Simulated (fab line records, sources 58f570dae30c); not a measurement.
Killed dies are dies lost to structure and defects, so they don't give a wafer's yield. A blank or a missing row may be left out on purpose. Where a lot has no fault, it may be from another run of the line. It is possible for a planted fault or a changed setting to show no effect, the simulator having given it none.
A lot that was struck, set against a sound lot + flow berkeley cmos170 + 15 steps out of a route of 331
Sound: the wafers L867.1, L867.5, L867.6. The struck wafers were L874.1, L874.2, L874.6. At the end, the cause is stated.
At each step with rows: each side's tool, then ch and its chambers, then its first start. Under that, the readings that differ: sound wafers + struck wafers + difference of the means + sigmas: that difference in standard deviations of wafers without a fault.
alike: same words and numbers on both sides, and readings whose means sit less than 2 such deviations apart. not compared: any withheld reading, any reading some wafer has no value for, any bound like >300 that may hide the same value, and any number with overlapping values for which the record gives no deviation.
Wherever a step has rows on one side only, a row that says differs or no value, or a row with sigmas, the two part there. Numbers that have no deviation but don't overlap get no sigmas and don't part them. Lack of a reading on every wafer of one side parts them only where that side has two or more wafers.

UCB170_START_BOW_MEAS_00:
  struck on film metro-01, day 2 21:00; sound on film metro-02, day 1 10:00
  alike: INCOMING_BOW
then, 2 steps without rows for these wafers: UCB170_START_CLEAN_01 (cleans in dHF, time 60 s); UCB170_START_OXIDATION_02 (target thk 20 nm, ox time 1800 s).
UCB170_START_THK_MEAS_03:
  struck on film metro-04, day 3 03:11; sound on film metro-02, day 1 16:47
  alike: START_OXIDE_THK
then, 2 steps without rows for these wafers: UCB170_START_ANNEAL_04 (time 1200 s); UCB170_ZERO_HMDS_00 (prime time 60 s).
UCB170_ZERO_COAT_01: resist thk 900 nm.
  sound on litho track-04 ch 0, day 2 00:04; struck on litho track-03 ch 0, day 3 08:52
| reading                               | sound             | struck         | difference | sigmas |
|---------------------------------------|-------------------|----------------|------------|--------|
| model.KrF_of_ZERO_COAT_01.thk nm (nm) | 902.4 902.4 900.3 | 1039 1038 1040 | +137       |        |
then, 3 steps without rows for these wafers: UCB170_ZERO_SOFTBAKE_02 (time 60 s); UCB170_ZERO_EXPOSE_03 (exposes mask PM MARKS, target cd 4000 nm); UCB170_ZERO_PEB_04.
UCB170_ZERO_DEVELOP_05: develop time 45 s.
  sound on litho track-04 ch 0; struck on litho track-04 ch 0
| reading                               | sound             | struck         | difference | sigmas |
|---------------------------------------|-------------------|----------------|------------|--------|
| model.KrF_of_ZERO_COAT_01.thk nm (nm) | 888.2 888.2 886.1 | 1025 1023 1025 | +137       |        |
UCB170_ZERO_ETCH_06: etches SiO2 in CHF3/CF4/Ar, time 12 s.
  sound on rie diel-02 ch 1,2, day 2 00:46; struck on rie diel-03 ch 0,3, day 3 09:41
| reading                | sound          | struck         | difference | sigmas |
|------------------------|----------------|----------------|------------|--------|
| throttle valve pct (%) | 9.45 9.44 9.38 | 9.15 9.01 9.16 | -0.32      | -2     |
  alike: drypump motor current A, oes product au
  not compared: rf hours counter h
UCB170_ZERO_STRIP_07: strips in O2.
  sound on plasma asher-01 ch 0,1, day 2 00:47; struck on plasma asher-01 ch 0,1, day 3 09:42
| reading                      | sound             | struck            | difference | sigmas |
|------------------------------|-------------------|-------------------|------------|--------|
| strip time to endpoint s (s) | 21.54 21.55 21.49 | 24.83 24.80 24.83 | +3.29      | +60    |
  alike: drypump motor current A, oes product au
  not compared: rf hours counter h
then, 2 steps without rows for these wafers: UCB170_NWELL_WET_ETCH_00 (etches SiO2 in dHF, time 200 s); UCB170_M3_PROBE_99.

WHERE THEY PART
At UCB170_ZERO_ETCH_06 first; at UCB170_ZERO_STRIP_07 last (within this record only).

WHY: what had been put in by the simulator
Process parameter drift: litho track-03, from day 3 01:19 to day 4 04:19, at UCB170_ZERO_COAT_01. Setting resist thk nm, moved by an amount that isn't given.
